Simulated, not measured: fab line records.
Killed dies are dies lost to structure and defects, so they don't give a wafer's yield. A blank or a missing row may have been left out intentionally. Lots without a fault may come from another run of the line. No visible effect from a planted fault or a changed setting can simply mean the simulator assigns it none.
Which tool did it? + flow rit cmos + Sampling: 7 lots, 21 wafers, 2 of 202 route steps

WHAT THE GAUGES READ, wafer by wafer
RIT_ACTIVE_THK_MEAS_02.
| lot  | measured    | on            | ACTIVE_OXIDE_THK (nm) |
|------|-------------|---------------|-----------------------|
| L934 | day 1 22:03 | film metro-02 | 47.3 46.0 47.4        |
| L936 | day 2 08:05 | film metro-02 | 49.2 48.5 49.2        |
| L938 | day 2 18:03 | film metro-04 | 46.6 46.8 47.7        |
| L940 | day 3 04:04 | film metro-02 | 47.9 48.2 48.3        |
| L942 | day 3 14:03 | film metro-04 | 47.6 48.2 47.6        |
| L944 | day 4 02:35 | film metro-02 | 76.1 76.8 74.8        |
| L947 | day 4 17:10 | film metro-04 | 79.1 78.2 78.9        |

EACH LOT AND THE TOOL THAT RAN IT (in order: tool; ch and the chambers of the sampled wafers; start)
| lot  | RIT_ACTIVE_OXIDATION_01                                       |
|------|---------------------------------------------------------------|
| L934 | furnace-03 ch 0, day 1 20:07                                  |
| L936 | furnace-03 ch 0, day 2 06:07                                  |
| L938 | furnace-04 ch 0, day 2 16:07                                  |
| L940 | furnace-03 ch 0, day 3 02:07                                  |
| L942 | furnace-03 ch 0, day 3 12:07                                  |
| L944 | furnace-02 ch 0, day 3 22:07 and furnace-04 ch 0, day 4 00:39 |
| L947 | furnace-02 ch 0, day 4 13:07                                  |
- RIT_ACTIVE_OXIDATION_01: target thk 46.8 nm, ox time 3360 s.

THE ANSWER, worked out from the rows above alone
Rule: the lots themselves supply what counts as usual. Put in order of their means at a reading, lots are off if they are a third of the lots or fewer, leave a main group of 4 or more, and stand apart from it by a gap of 3 or more times the standard deviation of the main group's means; of several such gaps the widest counts. A main group is skipped when, at the precision printed for the reading in the tables above, its means are all equal. A lot without any number at a reading at which 4 lots or more have one is off too. The other lots that the step has rows for count as sound.
Off: at RIT_ACTIVE_THK_MEAS_02 (ACTIVE_OXIDE_THK), L944, L947. The main group has a mean of 47.8 nm with a standard deviation of 0.76.
If a tool, at a process step before that reading, ran all the lots that are off and no sound lot after the first of them, it fits. Gauges at RIT_ACTIVE_THK_MEAS_02: tried the same way as those tools. One fits: RIT_ACTIVE_OXIDATION_01 on furnace-02. It ran no sound lot before its first lot that is off in this sample, so the start can't be narrowed down.

WHAT THE SIMULATOR PUT IN
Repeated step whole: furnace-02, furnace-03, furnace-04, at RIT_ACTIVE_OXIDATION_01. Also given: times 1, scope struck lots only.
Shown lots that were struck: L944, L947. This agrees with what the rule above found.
